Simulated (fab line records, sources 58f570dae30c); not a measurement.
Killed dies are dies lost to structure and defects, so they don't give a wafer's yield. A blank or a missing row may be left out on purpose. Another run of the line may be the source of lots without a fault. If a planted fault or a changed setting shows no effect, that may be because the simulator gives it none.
A single fault, viewed from 2 desks -- flow berkeley-cmos170 -- only its own numbers are on each desk; what lay behind them is given at the end

DESK OF THE TOOL OWNER: litho-track-03
The tool's own readings at UCB170_PVT_DEVELOP_05 (develop time 45 s): means of the sampled wafers that have a number, for each lot that ran on this tool. Marked OUT: a lot whose mean sits more than 4 standard deviations from the usual mean, which makes it out of limits; the brackets give that distance.
Columns: A = resist-line-temp-C at UCB170_PVT_DEVELOP_05, usual 22.98 C
lot,first seen here,A
L663,day 6 23:00,22.86
L662,day 7 00:00,22.86
L667,day 8 04:00,22.74
L669,day 8 16:00,22.99
L671,day 9 05:00,23.04
Finding of this desk: none of the 5 lots has anything out of limits.

AT THE METROLOGY DESK
Lot by lot, what the gauges showed, no matter which tool ran the lot: averages of those sampled wafers that carry a number. Marked OUT: a lot whose mean sits more than 4 standard deviations from the usual mean, which makes it out of limits; the brackets give that distance.
Columns: A = PVT_TW at UCB170_PVT_TW_MEAS_09, usual 507.3; B = V1_POLISHED_THK at UCB170_V1_THK_MEAS_04, usual 1000.1 nm; C = M2_AL_THK at UCB170_M2_THK_MEAS_03, usual 906 nm
lot,first seen here,A,B,C
L659,day 6 02:37,506.6,1000.3,899
L661,day 6 23:52,507.7,1000.6,905
L663,day 7 00:13,511.4,1001.2,896
L662,day 7 00:29,509.1,999.5,921
L666,day 8 03:20,509.2,999.9,898
L665,day 8 04:04,505.8,999.8,895
L667,day 8 04:40,506.5,999.4,905
L669,day 8 17:04,30.6 (-99 or more) OUT,999.7,902
L671,day 9 05:40,30.7 (-99 or more) OUT,1000.3,915
L674,day 10 01:06,506.6,1000.4,917
L675,day 10 10:37,509.5,1000.4,901
L677,day 10 18:16,507.0,1000.5,904
L679,day 10 18:32,507.4,998.1,910
L681,day 11 06:04,507.3,1000.9,920
Per this desk, out of limits: L669, L671; the first was L669, day 8 17:04 (PVT_TW at UCB170_PVT_TW_MEAS_09). In limits: L659, L661, L663, L662, L666, L665, L667, L674, L675, L677, L679, L681.

PUT TOGETHER
Metrology desk: alarm possible at day 8 17:04 on L669, L671.
The tool owner's desk saw nothing out of limits.
On record at the tool owner's desk: L669, L671, within its limits.
All the named lots went through UCB170_PVT_DEVELOP_05 on litho-track-03.

WHAT THE SIMULATOR HAD INSERTED
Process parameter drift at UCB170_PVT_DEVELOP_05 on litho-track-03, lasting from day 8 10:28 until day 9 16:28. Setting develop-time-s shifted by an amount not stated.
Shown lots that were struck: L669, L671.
Time in hours between the start of the fault and the first out-of-limits reading at each desk: metrology desk, 7.
